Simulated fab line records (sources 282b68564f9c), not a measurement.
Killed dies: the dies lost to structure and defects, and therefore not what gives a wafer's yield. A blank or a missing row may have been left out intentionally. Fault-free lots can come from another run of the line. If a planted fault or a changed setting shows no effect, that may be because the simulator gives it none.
Which tool was responsible?	flow rit cmos	13 lots with 39 wafers sampled at 2 steps, on a route of 202 steps

## WHAT THE GAUGES SHOWED, per wafer
RIT_GATE_CD_MEAS_16: target cd 150 nm.
lot	measured	on	cd nm (nm)
L296	day 2 15:07	cd sem-02	151.6 152.2 151.2
L297	day 2 22:21	cd sem-02	146.3 147.5 147.0
L298	day 3 04:08	cd sem-01	148.0 150.2 148.6
L299	day 3 07:38	cd sem-01	167.2 164.6 164.5
L308	day 5 05:08	cd sem-02	150.4 148.9 149.2
L309	day 5 10:41	cd sem-02	153.7 152.7 153.7
L310	day 5 14:38	cd sem-02	149.7 149.6 149.8
L311	day 5 22:00	cd sem-02	150.6 152.2 148.2
L312	day 6 00:07	cd sem-02	151.0 151.3 152.9
L313	day 6 05:53	cd sem-02	149.9 148.1 148.6
L314	day 6 08:53	cd sem-01	153.3 150.1 151.5
L317	day 6 23:08	cd sem-01	146.3 147.3 149.1
L319	day 7 12:05	cd sem-01	148.2 147.3 147.1

## TOOL THAT RAN EACH LOT (tool first, then ch and the chambers of the sampled wafers, then the start)
lot	RIT_GATE_EXPOSE_13
L296	iline stepper-01 ch 0, day 2 14:43
L297	iline stepper-02 ch 0, day 2 21:57
L298	iline stepper-02 ch 0, day 3 03:42
L299	iline stepper-01 ch 0, day 3 07:14
L308	iline stepper-01 ch 0, day 5 04:44
L309	iline stepper-01 ch 0, day 5 10:17
L310	iline stepper-01 ch 0, day 5 14:14
L311	iline stepper-02 ch 0, day 5 21:29
L312	iline stepper-01 ch 0, day 5 23:43
L313	iline stepper-01 ch 0, day 6 05:29
L314	iline stepper-02 ch 0, day 6 08:29
L317	iline stepper-02 ch 0, day 6 22:44
L319	iline stepper-02 ch 0, day 7 11:41
- RIT_GATE_EXPOSE_13: exposes mask M6, target cd 150 nm.

## AS READ BY THE TOOLS THEMSELVES (means over the sampled wafers that have a number; for cases with no such wafer, the mark the record gives instead)
RIT_GATE_EXPOSE_13.
lot	tool	reticle temp C (C)	stage vel mm s (mm/s)
L296	iline stepper-01	23.02	499.87
L297	iline stepper-02	23.07	500.17
L298	iline stepper-02	23.07	500.07
L299	iline stepper-01	22.90	499.75
L308	iline stepper-01	22.90	499.71
L309	iline stepper-01	22.98	500.11
L310	iline stepper-01	22.89	500.11
L311	iline stepper-02	23.07	500.01
L312	iline stepper-01	22.99	500.01
L313	iline stepper-01	23.19	500.14
L314	iline stepper-02	22.92	499.81
L317	iline stepper-02	23.07	499.90
L319	iline stepper-02	22.97	500.03

## THE ANSWER, worked out from the rows above alone
Rule: the usual values come from the lots themselves. The widest of any qualifying gaps counts: lots, ordered by their means at a reading, are off when they make up no more than a third of the lots, leave a main group of 4 or more, and stand apart from it by 3 or more times the standard deviation of that group's means. A main group is skipped when, at the precision printed for the reading in the tables above, its means are all equal. A lot without any number at a reading at which 4 lots or more have one is off too. Any other lot the step has rows for is counted as sound. The gauges are gone through in route order, then the tools' own readings, and for those a lot's mean is taken as printed above. The first step at which some lot is off is used, and at that step the reading that is off furthest; a lot without a number counts as furthest.
Off: L299 (RIT_GATE_CD_MEAS_16, cd nm). The main group: mean 149.8 nm, standard deviation 1.9.
If a tool, at a process step before that reading, ran all the lots that are off and no sound lot after the first of them, it fits. Gauges at RIT_GATE_CD_MEAS_16: tried the same way as those tools. Of those tried, none fits.

## WHAT HAD BEEN PUT IN BY THE SIMULATOR
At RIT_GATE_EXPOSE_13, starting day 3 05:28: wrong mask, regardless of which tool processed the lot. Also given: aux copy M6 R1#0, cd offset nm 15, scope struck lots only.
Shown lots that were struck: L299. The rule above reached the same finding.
